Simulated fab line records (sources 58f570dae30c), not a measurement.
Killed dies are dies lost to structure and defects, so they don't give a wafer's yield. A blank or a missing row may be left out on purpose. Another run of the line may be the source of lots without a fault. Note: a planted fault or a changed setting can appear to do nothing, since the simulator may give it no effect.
Which tool is to blame? + flow berkeley-cmos170 + Sampling: 14 lots, 42 wafers, 4 of 331 route steps

== WHAT THE GAUGES SHOWED, per wafer ==
UCB170_NWELL_THK_MEAS_05. Usual: NWELL_NITRIDE_THK typically reads 224.6 nm, with standard deviation 1.8.
| lot  | measured    | on            | NWELL_NITRIDE_THK (nm) | flag |
|------|-------------|---------------|------------------------|------|
| L223 | day 2 13:14 | film-metro-01 | 225.0 224.5 223.6      |      |
| L224 | day 2 13:14 | film-metro-03 | 226.7 226.6 225.1      |      |
| L228 | day 3 10:41 | film-metro-01 | 222.0 222.6 222.6      |      |
| L227 | day 3 10:43 | film-metro-02 | 224.3 224.9 225.2      |      |
| L229 | day 3 15:39 | film-metro-02 | 224.0 225.4 223.3      |      |
| L230 | day 3 21:26 | film-metro-03 | 223.0 224.6 225.3      |      |
| L232 | day 3 21:26 | film-metro-02 | 223.4 224.4 222.5      |      |
| L231 | day 3 21:28 | film-metro-01 | 225.3 227.2 226.9      |      |
| L233 | day 4 10:08 | film-metro-02 | 227.2 228.0 227.0      |      |
| L235 | day 4 16:45 | film-metro-01 | 221.4 221.6 221.4      |      |
| L237 | day 5 10:22 | film-metro-01 | 226.8 225.1 223.5      |      |
| L241 | day 5 22:25 | film-metro-01 | 223.8 223.8 222.6      |      |
| L244 | day 6 20:00 | film-metro-02 | 222.8 225.8 226.1      |      |
| L246 | day 7 01:28 | film-metro-02 | 225.0 223.8 223.1      |      |

UCB170_V1_OVL_MEAS_13. Usual: V1_OVL typically reads 4 nm, with standard deviation 4.2.
| lot  | measured     | on         | V1_OVL (nm) | flag |
|------|--------------|------------|-------------|------|
| L223 | day 7 18:04  | overlay-02 | 0 3 3       |      |
| L224 | day 7 21:56  | overlay-02 | 11 1 1      |      |
| L228 | day 9 03:08  | overlay-01 | -4 0 -3     |      |
| L227 | day 9 00:19  | overlay-02 | 9 3 6       |      |
| L229 | day 10 00:22 | overlay-01 | 2 11 -3     |      |
| L230 | day 10 00:05 | overlay-01 | 5 6 4       |      |
| L232 | day 10 00:40 | overlay-01 | 5 7 3       |      |
| L231 | day 10 00:09 | overlay-01 | 6 9 8       |      |
| L233 | day 10 01:05 | overlay-01 | 4 8 5       |      |
| L235 | day 10 09:52 | overlay-02 | 9 5 4       |      |
| L237 | day 11 04:39 | overlay-01 | -7 -2 -4    |      |
| L241 | day 11 11:41 | overlay-02 | 5 3 2       |      |

== WHICH TOOL RAN EACH LOT (tool, then ch and the chambers of the sampled wafers, then the start) ==
| lot  | UCB170_PWELL_STRIP_16               | UCB170_BACKSIDE_STRIP_03             |
|------|-------------------------------------|--------------------------------------|
| L223 | plasma-asher-02 ch 0,1, day 3 09:04 | plasma-asher-02 ch 0,1, day 7 06:30  |
| L224 | plasma-asher-04 ch 0,1, day 3 09:20 | plasma-asher-03 ch 0,1, day 7 06:57  |
| L228 | plasma-asher-02 ch 0,1, day 4 05:32 | plasma-asher-03 ch 0,1, day 8 11:33  |
| L227 | plasma-asher-01 ch 0,1, day 4 05:49 | plasma-asher-02 ch 0,1, day 8 11:10  |
| L229 | plasma-asher-02 ch 0,1, day 4 12:46 | plasma-asher-03 ch 0,1, day 9 08:17  |
| L230 | plasma-asher-04 ch 0,1, day 5 02:35 | plasma-asher-03 ch 0,1, day 9 07:34  |
| L232 | plasma-asher-02 ch 0,1, day 5 02:24 | plasma-asher-02 ch 0,1, day 9 08:02  |
| L231 | plasma-asher-04 ch 0,1, day 5 02:25 | plasma-asher-01 ch 0,1, day 9 07:47  |
| L233 | plasma-asher-02 ch 0,1, day 5 10:44 | plasma-asher-01 ch 0,1, day 9 11:23  |
| L235 | plasma-asher-02 ch 0,1, day 5 11:57 | plasma-asher-02 ch 0,1, day 9 12:10  |
| L237 | plasma-asher-01 ch 0,1, day 6 04:26 | plasma-asher-02 ch 0,1, day 10 13:53 |
| L241 | plasma-asher-04 ch 0,1, day 6 18:08 | plasma-asher-02 ch 0,1, day 10 20:04 |
| L244 | plasma-asher-04 ch 0, day 7 16:59   | -                                    |
| L246 | plasma-asher-04 ch 0,1, day 7 22:29 | -                                    |
- UCB170_PWELL_STRIP_16: strips in O2.
- UCB170_BACKSIDE_STRIP_03: strips in O2.

== AS READ BY THE TOOLS THEMSELVES (means over the sampled wafers that have a number; for cases with no such wafer, the mark the record gives instead) ==
UCB170_PWELL_STRIP_16. Usual: chamber-pressure-mTorr 3500 mTorr, standard deviation 3.5; drypump-motor-current-A 5.9 A, standard deviation 0.61; oes-product-au 0.721 a.u., standard deviation 0.0044; strip-time-to-endpoint-s 18.13 s, standard deviation 0.094.
| lot  | tool            | chamber-pressure-mTorr (mTorr) | drypump-motor-current-A (A) | oes-product-au (a.u.) | strip-time-to-endpoint-s (s) | flag |
|------|-----------------|--------------------------------|-----------------------------|-----------------------|------------------------------|------|
| L223 | plasma-asher-02 | 3503                           | 6.1                         | 0.717                 | 18.11                        |      |
| L224 | plasma-asher-04 | 3502                           | 6.1                         | 0.726                 | 18.06                        |      |
| L228 | plasma-asher-02 | 3502                           | 6.1                         | 0.714                 | 18.16                        |      |
| L227 | plasma-asher-01 | 3500                           | 5.5                         | 0.721                 | 17.99                        |      |
| L229 | plasma-asher-02 | 3502                           | 6.0                         | 0.720                 | 18.04                        |      |
| L230 | plasma-asher-04 | 3496                           | 5.6                         | 0.722                 | 18.14                        |      |
| L232 | plasma-asher-02 | 3502                           | 6.0                         | 0.724                 | 18.15                        |      |
| L231 | plasma-asher-04 | 3499                           | 5.6                         | 0.721                 | 18.02                        |      |
| L233 | plasma-asher-02 | 3499                           | 6.1                         | 0.723                 | 18.17                        |      |
| L235 | plasma-asher-02 | 3498                           | 6.1                         | 0.723                 | 18.07                        |      |
| L237 | plasma-asher-01 | 3501                           | 5.5                         | 0.721                 | 18.19                        |      |
| L241 | plasma-asher-04 | 3503                           | 5.6                         | 0.723                 | 18.15                        |      |
| L244 | plasma-asher-04 | -                              | -                           | -                     | -                            | OFF  |
| L246 | plasma-asher-04 | -                              | -                           | -                     | -                            | OFF  |

UCB170_BACKSIDE_STRIP_03. Usual: chamber-pressure-mTorr 3500 mTorr, standard deviation 3.3; drypump-motor-current-A 5.8 A, standard deviation 0.54; oes-product-au 0.734 a.u., standard deviation 0.004; strip-time-to-endpoint-s 21.99 s, standard deviation 0.061.
| lot  | tool            | chamber-pressure-mTorr (mTorr) | drypump-motor-current-A (A) | oes-product-au (a.u.) | strip-time-to-endpoint-s (s) | flag |
|------|-----------------|--------------------------------|-----------------------------|-----------------------|------------------------------|------|
| L223 | plasma-asher-02 | 3500                           | 6.1                         | 0.734                 | 22.10                        |      |
| L224 | plasma-asher-03 | 3498                           | 5.6                         | 0.732                 | 22.05                        |      |
| L228 | plasma-asher-03 | 3502                           | 5.7                         | 0.731                 | 21.98                        |      |
| L227 | plasma-asher-02 | 3501                           | 6.0                         | 0.732                 | 21.94                        |      |
| L229 | plasma-asher-03 | 3496                           | 5.3                         | 0.735                 | 22.00                        |      |
| L230 | plasma-asher-03 | 3500                           | 5.3                         | 0.732                 | 22.10                        |      |
| L232 | plasma-asher-02 | 3500                           | 6.1                         | 0.735                 | 21.95                        |      |
| L231 | plasma-asher-01 | 3502                           | 5.6                         | 0.735                 | 21.95                        |      |
| L233 | plasma-asher-01 | 3499                           | 5.5                         | 0.733                 | 22.02                        |      |
| L235 | plasma-asher-02 | 3498                           | 6.1                         | 0.737                 | 21.99                        |      |
| L237 | plasma-asher-02 | 3499                           | 6.0                         | 0.736                 | 21.97                        |      |
| L241 | plasma-asher-02 | 3501                           | 6.0                         | 0.734                 | 21.92                        |      |

== THE ANSWER, worked out from the rows above alone ==
Rule: a lot is off if the mean of its wafers that have a number lies more than 3 standard deviations from the usual mean. Also off: a lot with no number at a reading for which 4 or more lots have one. Any other lot the step has rows for is counted as sound. The gauges are gone through in route order, then the tools' own readings, and for those a lot's mean is taken as printed above. At the first step where some lot is off, the reading lying furthest off is the one used; lots without a number count as furthest.
Off: L244, L246, at UCB170_PWELL_STRIP_16 (chamber-pressure-mTorr). Without a number there: L244, L246.
A tool fits if, at that step or a process step before it, it ran every lot that is off, and no sound lot after the first of them. One fits: UCB170_PWELL_STRIP_16 on plasma-asher-04. Its last sound lot is L241 (day 6 18:08), its first lot that is off L244 (day 7 16:59): a fault that began between those two fits.
Blank at UCB170_PWELL_STRIP_16 on the lots that are off, where sound lots have numbers: chamber-pressure-mTorr, drypump-motor-current-A, oes-product-au, strip-time-to-endpoint-s.

== WHAT WAS PUT IN BY THE SIMULATOR ==
At UCB170_PWELL_STRIP_16, the step was skipped entirely on plasma-asher-04 from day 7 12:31 on. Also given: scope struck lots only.
Lots struck among those shown: L244, L246. The same result came from the rule above.
